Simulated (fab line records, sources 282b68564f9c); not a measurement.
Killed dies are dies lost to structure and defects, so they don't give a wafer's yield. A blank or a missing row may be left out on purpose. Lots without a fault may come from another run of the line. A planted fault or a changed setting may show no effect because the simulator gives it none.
Which tool did it? | flow rit_cmos | 7 lots, 21 wafers sampled, at 2 steps of a route of 202

WHAT THE GAUGES READ, wafer by wafer
RIT_PWELL_TW_MEAS_10.
lot  | measured    | on            | PWELL_TW
L555 | day 2 09:49 | film_metro-04 | 960 959 965
L558 | day 3 02:52 | film_metro-03 | 942 943 944
L564 | day 4 09:00 | film_metro-04 | 30 30 30
L566 | day 4 17:29 | film_metro-01 | 30 30 30
L570 | day 5 12:20 | film_metro-01 | 957 952 953
L572 | day 5 23:18 | film_metro-01 | 963 959 963
L575 | day 6 13:55 | film_metro-04 | 962 957 967

WHICH TOOL RAN EACH LOT (tool, then ch and the chambers of the sampled wafers, then the start)
lot  | RIT_NWELL_STRIP_09
L555 | plasma_asher-02 ch 0,1, day 2 08:05
L558 | plasma_asher-04 ch 0,1, day 3 01:01
L564 | plasma_asher-03 ch 0,1, day 4 07:11
L566 | plasma_asher-04 ch 0,1, day 4 15:38
L570 | plasma_asher-02 ch 0,1, day 5 10:37
L572 | plasma_asher-03 ch 0,1, day 5 21:31
L575 | plasma_asher-04 ch 0,1, day 6 12:11
- RIT_NWELL_STRIP_09: strips in O2, time 180 s.

THE ANSWER, worked out from the rows above alone
Rule: what is usual is taken from the lots themselves. Put in order of their means at a reading, lots are off if they are a third of the lots or fewer, leave a main group of 4 or more, and stand apart from it by a gap of 3 or more times the standard deviation of the main group's means; of several such gaps the widest counts. A main group whose means are all the same, to the digits that the tables above print for the reading, isn't used. A lot without any number at a reading at which 4 lots or more have one is off too. The other lots that the step has rows for count as sound.
Off: L564, L566, at RIT_PWELL_TW_MEAS_10 (PWELL_TW). The main group: mean 956, standard deviation 7.3.
A tool fits if, at a process step before that reading, it ran every lot that is off, and no sound lot after the first of them. The gauges at RIT_PWELL_TW_MEAS_10 are tried like those tools. None of those tried fits.

WHAT THE SIMULATOR HAD PUT IN
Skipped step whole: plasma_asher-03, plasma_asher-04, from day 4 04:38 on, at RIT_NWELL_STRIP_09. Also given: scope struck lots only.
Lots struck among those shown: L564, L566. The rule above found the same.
